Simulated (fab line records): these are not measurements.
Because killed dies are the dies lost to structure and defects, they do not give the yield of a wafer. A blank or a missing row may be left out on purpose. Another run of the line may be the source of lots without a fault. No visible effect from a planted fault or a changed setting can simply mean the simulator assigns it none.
Check for tools in common -- flow berkeley_cmos170 -- Sampled: 14 lots, 42 wafers

THE REASON FOR OPENING IT
At UCB170_M3_CD_MEAS_90 the reading cd_nm is flagged on 2 of 14 lots. No-fault wafers: 700 nm, standard deviation 3.3.
Rule: a lot is flagged in two cases, either no wafer of it has a number, or all its wafers with numbers fall more than 4 standard deviations from that mean. As for the other lots, they are considered sound.

lot,measured,on,"cd_nm (nm), wafer by wafer",flag
L681,day 8 01:47,cd_sem-02,703 702 699,
L679,day 8 02:28,cd_sem-01,701 702 695,
L680,day 8 02:40,cd_sem-02,695 695 699,
L678,day 8 02:52,cd_sem-02,702 702 703,
L684,day 8 21:00,cd_sem-01,676 680 679,FLAGGED
L686,day 9 14:25,cd_sem-01,697 698 699,
L687,day 9 17:40,cd_sem-01,681 679 681,FLAGGED
L689,day 10 05:57,cd_sem-02,697 695 702,
L692,day 10 14:53,cd_sem-01,697 706 707,
L691,day 10 15:08,cd_sem-02,703 695 699,
L693,day 11 12:34,cd_sem-01,698 694 695,
L695,day 11 13:01,cd_sem-01,704 700 704,
L699,day 12 10:38,cd_sem-01,698 695 697,
L700,day 12 11:01,cd_sem-01,697 694 697,
The mean of the flagged lots' numbers is 679 nm, -21 nm from the usual (-6 standard deviations).

WHICH TOOL EACH LOT WENT THROUGH
Before the reading, the record contains 2 process steps out of a 331-step route. Read each cell as the tool, then ch plus the chambers that the sampled wafers visited, then the start.
lot,flag,UCB170_M3_METAL_ETCH_18,UCB170_M3_STRIP_19
L681,,"rie_metal-04 ch 0,1, day 8 01:29","plasma_asher-01 ch 0,1, day 8 01:41"
L679,,"rie_metal-02 ch 0,1, day 8 02:10","plasma_asher-02 ch 0,1, day 8 02:21"
L680,,"rie_metal-01 ch 0,1, day 8 02:23","plasma_asher-04 ch 0,1, day 8 02:33"
L678,,"rie_metal-04 ch 0,1, day 8 02:33","plasma_asher-02 ch 0,1, day 8 02:44"
L684,FLAGGED,"rie_metal-04 ch 0,1, day 8 20:43","plasma_asher-02 ch 0,1, day 8 20:54"
L686,,"rie_metal-01 ch 0,1, day 9 14:00","plasma_asher-01 ch 0,1, day 9 14:11"
L687,FLAGGED,"rie_metal-04 ch 0, day 9 17:17","plasma_asher-04 ch 0,1, day 9 17:34"
L689,,"rie_metal-01 ch 0,1, day 10 05:37","plasma_asher-02 ch 0,1, day 10 05:49"
L692,,"rie_metal-02 ch 0,1, day 10 14:36","plasma_asher-02 ch 0,1, day 10 14:47"
L691,,"rie_metal-01 ch 0,1, day 10 14:50","plasma_asher-04 ch 0,1, day 10 15:02"
L693,,"rie_metal-01 ch 0,1, day 11 12:17","plasma_asher-01 ch 0,1, day 11 12:28"
L695,,"rie_metal-02 ch 0,1, day 11 12:43","plasma_asher-04 ch 0,1, day 11 12:53"
L699,,"rie_metal-02 ch 0,1, day 12 10:21","plasma_asher-02 ch 0,1, day 12 10:32"
L700,,"rie_metal-01 ch 0,1, day 12 10:45","plasma_asher-02 ch 0,1, day 12 10:55"
What is done by these steps:
- UCB170_M3_METAL_ETCH_18: etches Al in Cl2/BCl3, stops on SiO2, target depth 1170 nm, time 195 s.
- UCB170_M3_STRIP_19: strips in O2.
- UCB170_M3_CD_MEAS_90: target cd 700 nm.

FLAGGED OVER TOTAL, TOOL BY TOOL (the gauges that took the reading come last)
step,tool,lots run,flagged,share of the flagged lots,sound lots run after its first flagged lot
UCB170_M3_METAL_ETCH_18,rie_metal-01,6,0,none,-
UCB170_M3_METAL_ETCH_18,rie_metal-02,4,0,none,-
UCB170_M3_METAL_ETCH_18,rie_metal-04,4,2,all,0
UCB170_M3_STRIP_19,plasma_asher-01,3,0,none,-
UCB170_M3_STRIP_19,plasma_asher-02,7,1,some,"4 (L689,L692,L699,L700)"
UCB170_M3_STRIP_19,plasma_asher-04,4,1,some,"2 (L691,L695)"
UCB170_M3_CD_MEAS_90,cd_sem-01,9,2,all,"6 (L686,L692,L693,L695,L699,L700)"
UCB170_M3_CD_MEAS_90,cd_sem-02,5,0,none,-

WHAT THE TABLE ALLOWS
2 rows of the table ran every flagged lot: rie_metal-04 at UCB170_M3_METAL_ETCH_18, cd_sem-01 at UCB170_M3_CD_MEAS_90.
- rie_metal-04 at UCB170_M3_METAL_ETCH_18: 2 of its 4 lots flagged. It ran its last sound lot, L678, at day 8 02:33 and its first flagged lot, L684, at day 8 20:43: a fault with its onset between the two fits. Its own readings lie more than 4 standard deviations out on every wafer of the flagged lots: rf_fwd_power_W.
- cd_sem-01 at UCB170_M3_CD_MEAS_90: 2 of its 9 lots flagged. Sound lots ran on it after the first flagged one (L686, L692, L693, L695, L699, L700), which a lasting fault on the whole tool wouldn't allow.
One tool is left: rie_metal-04 at UCB170_M3_METAL_ETCH_18.

WHAT THE SIMULATOR HAD INSERTED
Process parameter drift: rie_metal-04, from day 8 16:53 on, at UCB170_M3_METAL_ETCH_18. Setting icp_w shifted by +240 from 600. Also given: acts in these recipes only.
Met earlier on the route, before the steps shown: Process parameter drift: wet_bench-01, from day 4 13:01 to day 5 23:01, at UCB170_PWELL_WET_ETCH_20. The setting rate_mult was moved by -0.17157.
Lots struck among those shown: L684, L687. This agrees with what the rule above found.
